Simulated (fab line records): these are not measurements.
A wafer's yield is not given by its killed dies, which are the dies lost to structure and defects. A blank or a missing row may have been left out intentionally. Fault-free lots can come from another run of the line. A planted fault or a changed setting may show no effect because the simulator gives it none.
fab line records | flow berkeley-cmos170
record: lots: 15 wafers: 45 last-day: 13
route steps=331 shown ACTIVE@73 SCREENOX@101 V2@306 M3@329
lots untouched by any fault: they come from a run of this same line in which no faults occurred
start-h: the number of hours between the record's first day and the start of the first shown wafer of the lot | wait-h: time in hours since the lot's previous step | " unchanged from the row above | L1.1+2: several wafers, shown together as one row | - no value, or no start was given | * or withheld: withheld | < > ~ a bound
route shown NAME@n: NAME is a module with steps in the file, n the number in the route of the first one | usual: average and standard deviation across the fault-free wafers | same: alike in all rows | chamber/n: place in a boat | sites: each site's reading | _std_site: standard deviation across them | _edge_site: the outer-site mean with the inner-site mean subtracted | radius-mm: how far each site lies from the wafer's centre | mask NAME#n: copy n | behind: the last tool/chamber to shape the wafer | hold: reason for holding the lot/hours on hold/outcome of the hold | device: which transistor (n, p or np) failed to switch | end of line: the tests these same wafers got at the end of their route | where a step has no rows: the recipe by itself | killed: dies lost to structure and defects at the first sort, not the wafer's yield | map: dies across one wafer; x = killed, . = not, _ = none there
set.NAME: the run value of the setting; set.NAME@STEP: its run value at that earlier step | model.NAME: the simulator's own value behind a step, which no gauge read
one table for each step of the route and one row for each wafer, over a sample of lots
services: when a tool's chamber went out of use (start-h, in hours from the record's first day, below 0 if earlier), for how many hours, and the reason
== steps ==
step: UCB170_ACTIVE_CD_MEAS_13
recipe: target-cd-nm: 1200
usual: cd-nm: 1200.5/1.4
columns lot.wafer tool chamber start-h wait-h cd-nm
L866.1 cd-sem-01 - 94.24 - 1199.4
L866.3 " - " " 1199.6
L866.5 " - " " 1199.7
L867.1 cd-sem-01 - 100.16 - 1200.1
L867.2 " - " " 1199.6
L867.3 " - " " 1201.0
L868.2 cd-sem-01 - 115.18 - 1199.0
L868.3 " - " " 1199.3
L868.5 " - " " 1200.8
L870.2 cd-sem-01 - 115.78 - 1201.1
L870.5 " - " " 1201.4
L870.6 " - " " 1201.9
L871.3 cd-sem-02 - 130.17 - 1202.6
L871.4 " - " " 1203.0
L871.6 " - " " 1202.5
L873.1 cd-sem-02 - 130.61 - 1200.3
L873.4 " - " " 1201.8
L873.6 " - " " 1199.6
L874.1 cd-sem-02 - 136.36 - 1202.3
L874.4 " - " " 1202.1
L874.6 " - " " 1201.1
L875.2 cd-sem-01 - 146.57 - 1201.1
L875.3 " - " " 1200.4
L875.4 " - " " 1201.6
L876.3 cd-sem-02 - 146.87 - 1198.7
L876.4 " - " " 1198.2
L876.6 " - " " 1197.4
L877.1 cd-sem-01 - 146.88 - 1200.8
L877.4 " - " " 1200.9
L877.6 " - " " 1201.1
L884.1 cd-sem-02 - 188.44 - 1201.5
L884.3 " - " " 1201.4
L884.4 " - " " 1201.5
L885.2 cd-sem-01 - 197.04 - 1202.4
L885.3 " - " " 1201.3
L885.5 " - " " 1200.4
L887.1 cd-sem-01 - 206.73 - 1203.7
L887.2 " - " " 1204.5
L887.6 " - " " 1203.8
L888.1 cd-sem-02 - 207.28 - 1200.8
L888.3 " - " " 1199.5
L888.6 " - " " 1200.4
L886.1 cd-sem-01 - 207.55 - 1199.3
L886.4 " - " " 1199.7
L886.6 " - " " 1200.5
step: UCB170_SCREENOX_OXIDATION_01
recipe: temp-c: 900 ambient: O2 target-thk-a: 144 ox-time-s: 2400
usual: spike-tc-centre-C: 903.4/1 spike-tc-load-C: 927.0/2.4 spike-tc-source-C: 924/3.6 tube-center-temp-C: 900.01/0.082 tube_center_temp_C_max: 902.3/0.33 zone-power-load-pct: 24.7/1.1
columns lot.wafer tool chamber start-h wait-h spike-tc-centre-C spike-tc-load-C spike-tc-source-C tube-center-temp-C tube_center_temp_C_max zone-power-load-pct
L866.1 furnace-01 0 124.92 5.2 902.3 929.8 925 900.07 902.5 26.4
L866.3 " 0 " " 904.3 930.1 927 900 902.2 26.6
L866.5 " 0 " " 902.8 929.9 925 900.05 902.1 26.4
L867.1 furnace-02 0 129.97 4.4 903.5 927.8 917 900.07 902.8 23.8
L867.2 " 0 " " 903.2 928.9 916 900 902.4 24.3
L867.3 " 0 " " 903.8 928.6 917 900.09 902.4 24.1
L868.2 furnace-02 0 143.73 5.2 901.8 928.6 918 900.04 903.2 24.3
L868.3 " 0 " " 903.6 928.9 918 899.76 901.8 24.6
L868.5 " 0 " " 903.1 927.8 916 900.08 902.8 24.1
L870.2 furnace-02 0 143.73 5.2 904.0 931.0 917 899.94 902.2 24.3
L870.5 " 0 " " 902.1 929.4 916 899.89 902.1 24.0
L870.6 " 0 " " 904.1 928.6 917 900.02 902.0 24.4
L871.3 furnace-01 0 159.32 2.7 905.5 929.5 925 900.13 902.4 26.2
L871.4 " 0 " " 904.3 930.1 925 900.02 902.0 26.7
L871.6 " 0 " " 905.8 930.1 923 900.04 902.4 26.4
L873.1 furnace-01 0 159.32 2.7 902.0 930.4 923 899.98 901.9 26.3
L873.4 " 0 " " 902.5 930.1 925 900.08 902.8 26.0
L873.6 " 0 " " 903.5 929.6 925 900.03 902.1 26.8
L874.1 furnace-02 0 163.77 1.6 902.5 926.1 915 900.13 902.5 24.5
L874.4 " 0 " " 904.6 929.1 919 900.04 902.6 24.2
L874.6 " 0 " " 903.2 927.7 918 900.07 902.8 24.5
L875.2 furnace-01 0 170.84 3.6 936.7 962.1 957 932.17 934.6 28.7
L875.3 " 0 " " 936.7 963.7 957 931.97 934.6 28.6
L875.4 " 0 " " 935.9 962.2 959 932.02 934.4 29.4
L876.3 furnace-01 0 170.84 3.6 936.1 961.4 958 931.99 933.8 28.6
L876.4 " 0 " " 935.2 961.8 958 932.04 934.2 28.4
L876.6 " 0 " " 935.2 962.0 958 931.87 933.8 29.0
L877.1 furnace-01 0 170.84 3.6 935.0 963.0 957 932.02 934.6 28.3
L877.4 " 0 " " 938.0 962.4 957 932.09 934.5 29.3
L877.6 " 0 " " 937.9 962.6 956 931.99 933.9 28.8
L884.1 furnace-04 0 220.38 3.8 902.2 925.5 927 900.01 902.7 23.8
L884.3 " 0 " " 903.4 925.2 923 899.95 901.8 23.8
L884.4 " 0 " " 904.0 924.3 925 899.97 902.8 23.8
L885.2 furnace-04 0 235.23 5.1 903.1 925.0 927 900.16 902.0 24.3
L885.3 " 0 " " 904.7 924.4 927 899.98 902.8 23.9
L885.5 " 0 " " 903.3 926.1 927 899.82 902.5 23.7
L886.1 furnace-04 0 235.23 5.1 903.0 925.8 925 900.16 902.2 23.7
L886.4 " 0 " " 904.3 925.6 926 900.03 902.7 23.9
L886.6 " 0 " " 903.0 925.3 925 899.94 902.0 24.0
L887.1 furnace-04 0 235.23 5.1 903.0 923.5 924 900.15 902.2 23.3
L887.2 " 0 " " 903.1 924.9 927 900.01 902.5 23.9
L887.6 " 0 " " 903.0 924.4 925 900.01 902.6 24.0
L888.1 furnace-04 0 235.23 5.0 902.6 925.1 927 900.01 902.3 23.7
L888.3 " 0 " " 903.2 925.6 925 900.06 902.2 23.9
L888.6 " 0 " " 904.5 926.3 926 899.94 902.0 23.8
step: UCB170_SCREENOX_THK_MEAS_02
recipe: reads: SiO2_of_SCREENOX_OXIDATION_01
usual: SCREENOX_OXIDE_THK: 14.32/0.27
columns lot.wafer tool chamber start-h wait-h SCREENOX_OXIDE_THK[nm]
L866.1 film-metro-01 - 126.59 0.0 13.87
L866.3 " - " " 13.88
L866.5 " - " " 14.02
L867.1 film-metro-03 - 131.63 0.0 14.85
L867.2 " - " " 14.61
L867.3 " - " " 14.56
L868.2 film-metro-01 - 145.41 0.0 14.70
L868.3 " - " " 14.59
L868.5 " - " " 14.60
L870.2 film-metro-03 - 145.41 0.0 14.65
L870.5 " - " " 14.89
L870.6 " - " " 14.67
L873.1 film-metro-02 - 160.99 0.0 14.37
L873.4 " - " " 14.13
L873.6 " - " " 14.25
L871.3 film-metro-01 - 161.01 0.0 13.90
L871.4 " - " " 13.91
L871.6 " - " " 13.97
L874.1 film-metro-02 - 165.43 0.0 14.42
L874.4 " - " " 14.45
L874.6 " - " " 14.36
L877.1 film-metro-02 - 172.51 0.0 19.42
L877.4 " - " " 19.69
L877.6 " - " " 19.59
L875.2 film-metro-03 - 172.52 0.0 19.79
L875.3 " - " " 19.64
L875.4 " - " " 19.90
L876.3 film-metro-03 - 172.59 0.1 19.62
L876.4 " - " " 19.29
L876.6 " - " " 19.72
L884.1 film-metro-02 - 222.04 0.0 14.05
L884.3 " - " " 13.94
L884.4 " - " " 13.83
L886.1 film-metro-02 - 236.89 0.0 14.24
L886.4 " - " " 14.02
L886.6 " - " " 14.32
L887.1 film-metro-03 - 236.89 0.0 13.72
L887.2 " - " " 13.89
L887.6 " - " " 14.26
L888.1 film-metro-01 - 236.89 0.0 14.42
L888.3 " - " " 14.33
L888.6 " - " " 14.40
L885.2 film-metro-03 - 236.96 0.1 14.42
L885.3 " - " " 14.43
L885.5 " - " " 14.47
step: UCB170_V2_ETCH_14
recipe: chemistry: CHF3/CF4/Ar target: SiO2 stop-on: Al CHF3_flow_sccm: 45 cf4-flow-sccm: 15 Ar_flow_sccm: 150 pressure-mtorr: 200 rf-w: 700 target-depth-a: 12500 over-etch-frac: 0.25 time-s: 291
usual: cf4-flow-sccm: 15.01/0.047 drypump-motor-current-A: 5.9/0.35 oes-product-au: 0.868/0.017 throttle-valve-pct: 6.97/0.15
columns lot.wafer tool chamber start-h wait-h cf4-flow-sccm drypump-motor-current-A oes-product-au rf-hours-counter-h throttle-valve-pct
L867.1 rie-diel-03 2 188.47 0.0 15.00 5.8 0.850 10 7.17
L867.2 " 3 " " 14.93 6.1 0.857 110 6.89
L867.3 " 1 " " 15.06 5.5 0.845 36 6.80
L866.1 rie-diel-04 2 188.73 0.0 15.08 5.7 0.883 99 6.92
L866.3 " 1 " " 15.01 6.1 0.854 43 6.82
L866.5 " 3 " " 15.04 5.9 0.857 - 7.09
L870.2 rie-diel-04 1 207.16 0.0 14.98 6.0 0.857 44 6.82
L870.5 " 1 " " 14.97 6.1 0.857 - 6.81
L870.6 " 0 " " 15.08 5.8 0.881 - 7.14
L868.2 rie-diel-03 2 207.48 0.0 15.08 5.8 0.850 11 7.19
L868.3 " 1 " " 15.11 5.5 0.849 36 6.80
L868.5 " 2 " " 15.02 5.8 0.854 - 7.18
L873.1 rie-diel-01 3 230.30 0.0 15.02 6.5 0.890 20 7.05
L873.4 " 3 " " 15.01 6.5 0.886 - 7.04
L873.6 " 2 " " 15.00 5.4 0.861 - 6.82
L875.2 rie-diel-04 3 231.76 0.0 14.99 6.0 0.857 18 7.09
L875.3 " 0 " " 14.94 5.8 0.882 43 7.13
L875.4 " 1 " " 15.00 6.1 0.868 - 6.82
L874.1 rie-diel-01 1 232.81 0.0 15.07 5.2 0.903 8 6.73
L874.4 " 1 " " 15.04 5.3 0.908 - 6.72
L874.6 " 3 " " 15.04 6.5 0.875 - 7.03
L877.1 rie-diel-04 0 233.10 0.0 14.98 5.8 0.884 43 7.12
L877.4 " 0 " " 15.03 5.8 0.874 - 7.13
L877.6 " 3 " " 15.00 5.9 0.858 - 7.07
L871.3 rie-diel-03 1 233.40 0.0 15.05 5.4 0.851 37 6.80
L871.4 " 3 " " 15.00 6.1 0.864 112 6.90
L871.6 " 0 " " 14.96 5.6 0.859 - 6.98
L876.3 rie-diel-01 1 233.89 0.0 15.03 5.3 0.905 8 6.72
L876.4 " 2 " " 15.04 5.4 0.858 52 6.82
L876.6 " 2 " " 15.01 5.4 0.851 - 6.83
L884.1 rie-diel-03 0 279.20 0.0 15.04 5.6 0.849 13 7.00
L884.3 " 2 " " 15.01 5.9 0.856 14 7.18
L884.4 " 1 " " 14.94 5.5 0.850 39 6.80
L887.1 rie-diel-04 3 295.04 0.0 15.10 6.0 0.857 22 7.08
L887.2 " 2 " " 15.02 5.6 0.877 104 6.94
L887.6 " 1 " " 14.96 6.0 0.868 - 6.81
L888.1 rie-diel-04 1 296.24 0.0 14.97 6.0 0.857 49 6.81
L888.3 " 3 " " 15.00 5.9 0.858 22 7.08
L888.6 " 2 " " 15.03 5.6 0.892 - 6.95
L885.2 rie-diel-01 0 297.50 0.0 14.97 6.1 0.870 30 7.17
L885.3 " 2 " " 15.02 5.4 0.857 55 6.80
L885.5 " 3 " " 15.02 6.5 0.882 - 7.04
L886.1 rie-diel-01 0 299.07 0.0 15.01 6.1 0.867 30 7.15
L886.4 " 2 " " 15.02 5.4 0.858 - 6.81
L886.6 " 0 " " 15.04 6.1 0.871 - 7.17
step: UCB170_M3_CD_MEAS_90
recipe: target-cd-nm: 700
usual: cd-nm: 700/6.1
columns lot.wafer tool chamber start-h wait-h cd-nm
L867.1 cd-sem-01 - 191.65 0.1 709
L867.2 " - " " 705
L867.3 " - " " 708
L866.1 cd-sem-02 - 191.84 0.1 690
L866.3 " - " " 698
L866.5 " - " " 690
L870.2 cd-sem-01 - 211.06 0.1 689
L870.5 " - " " 696
L870.6 " - " " 691
L868.2 cd-sem-02 - 211.28 0.1 702
L868.3 " - " " 705
L868.5 " - " " 698
L873.1 cd-sem-01 - 233.42 0.1 689
L873.4 " - " " 690
L873.6 " - " " 687
L875.2 cd-sem-02 - 235.42 0.1 707
L875.3 " - " " 707
L875.4 " - " " 709
L877.1 cd-sem-01 - 237.41 0.1 690
L877.4 " - " " 702
L877.6 " - " " 700
L874.1 cd-sem-02 - 237.48 0.1 704
L874.4 " - " " 704
L874.6 " - " " 703
L871.3 cd-sem-02 - 237.64 0.1 708
L871.4 " - " " 707
L871.6 " - " " 707
L876.3 cd-sem-02 - 238.06 0.1 687
L876.4 " - " " 704
L876.6 " - " " 704
L884.1 cd-sem-01 - 282.14 0.1 700
L884.3 " - " " 701
L884.4 " - " " 700
L887.1 cd-sem-02 - 298.18 0.1 699
L887.2 " - " " 694
L887.6 " - " " 688
L888.1 cd-sem-02 - 299.44 0.1 708
L888.3 " - " " 702
L888.6 " - " " 704
L885.2 cd-sem-01 - 300.44 0.1 704
L885.3 " - " " 706
L885.5 " - " " 706
L886.1 cd-sem-01 - 302.27 0.1 698
L886.4 " - " " 698
L886.6 " - " " 688
== services ==
columns tool chamber start-h hours kind
furnace-01 - 108.55 3.9 pm
rie-diel-01 3 128.27 5.9 repair
rie-diel-04 - 139.99 2.1 repair
rie-diel-01 1 141.27 11.0 repair
rie-diel-03 1 154.58 2.1 repair
rie-diel-03 3 171.37 2.0 repair
furnace-01 - 172.64 8.9 repair
rie-diel-01 0 186.26 4.0 repair
furnace-02 - 190.27 15.7 pm
rie-diel-04 2 228.82 8.6 repair
rie-diel-01 0 229.22 4.3 repair
rie-diel-03 0 238.91 2.3 repair
furnace-04 - 259.29 3.4 pm
furnace-01 - 260.79 3.1 pm
rie-diel-01 3 289.54 4.4 repair
rie-diel-01 1 295.38 6.4 repair
== key ==
first-sign: step: UCB170_SCREENOX_OXIDATION_01 reading: tube-center-temp-C direction: up sigmas: 99+ usual: * struck: *
effect: step: UCB170_SCREENOX_OXIDATION_01 reading: tube_center_temp_C_max direction: up sigmas: 98 usual: * struck: *
effect: step: UCB170_SCREENOX_THK_MEAS_02 reading: SCREENOX_OXIDE_THK direction: up sigmas: 20 usual: 14.32 struck: 19.63
met-at UCB170_SCREENOX_OXIDATION_01
struck-lots L875,L876,L877
tester-left-out L875,L876,L877
not-acting-at UCB170_ACTIVE_CD_MEAS_13,UCB170_V2_ETCH_14,UCB170_M3_CD_MEAS_90
onset-between 159.32 170.84
fault: kind: process-parameter-drift tool: furnace-01 chamber: - onset-h: 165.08 steps: UCB170_SCREENOX_OXIDATION_01 channel: temp-c offset: * shape: step end-h: 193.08 acts-in: * stated: *
tester-left-out: of these lots the tester's yield and bins aren't shown, on N5 and GAA mostly nor the transistor test; their killed dies are dies lost to structure and defects alone, not to doping, threshold or leakage, so they don't give the yield
